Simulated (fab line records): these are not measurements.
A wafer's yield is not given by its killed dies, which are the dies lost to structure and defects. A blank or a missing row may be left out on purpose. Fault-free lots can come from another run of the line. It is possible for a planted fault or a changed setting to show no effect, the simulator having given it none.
The tool behind it: which one? / flow berkeley-cmos170 / 6 lots (18 wafers sampled), 1 step of a 331-step route

== WHAT THE GAUGES SHOWED, per wafer ==
UCB170_SILICIDE_THK_MEAS_03: measures by xrf.
lot=L469; measured=day 7 14:39; on=film-metro-03; SILICIDE_TI_THK (nm)=29.6 29.2 30.1
lot=L470; measured=day 8 01:55; on=film-metro-04; SILICIDE_TI_THK (nm)=29.5 29.9 30.7
lot=L472; measured=day 8 21:18; on=film-metro-04; SILICIDE_TI_THK (nm)=29.3 30.0 30.1
lot=L476; measured=day 9 01:50; on=film-metro-03; SILICIDE_TI_THK (nm)=29.9 29.4 29.4
lot=L482; measured=day 10 08:06; on=film-metro-01; SILICIDE_TI_THK (nm)=30.3 30.1 29.4
lot=L490; measured=day 11 03:38; on=film-metro-01; SILICIDE_TI_THK (nm)=29.4 30.0 29.5

== WHICH TOOL RAN EACH LOT (tool, then ch and the chambers of the sampled wafers, then the start) ==
Before these readings, the record contains no process step.

== THE ANSWER, worked out from the rows above alone ==
Rule: usual is defined by the lots themselves. Put in order of their means at a reading, lots are off if they are a third of the lots or fewer, leave a main group of 4 or more, and stand apart from it by a gap of 3 or more times the standard deviation of the main group's means; of several such gaps the widest counts. A main group is skipped when, at the precision printed for the reading in the tables above, its means are all equal. A lot without any number at a reading at which 4 lots or more have one is off too. Any other lot the step has rows for is counted as sound.
No lot is off at any reading shown: from this, nothing can be told.

== WHAT THE SIMULATOR PUT IN ==
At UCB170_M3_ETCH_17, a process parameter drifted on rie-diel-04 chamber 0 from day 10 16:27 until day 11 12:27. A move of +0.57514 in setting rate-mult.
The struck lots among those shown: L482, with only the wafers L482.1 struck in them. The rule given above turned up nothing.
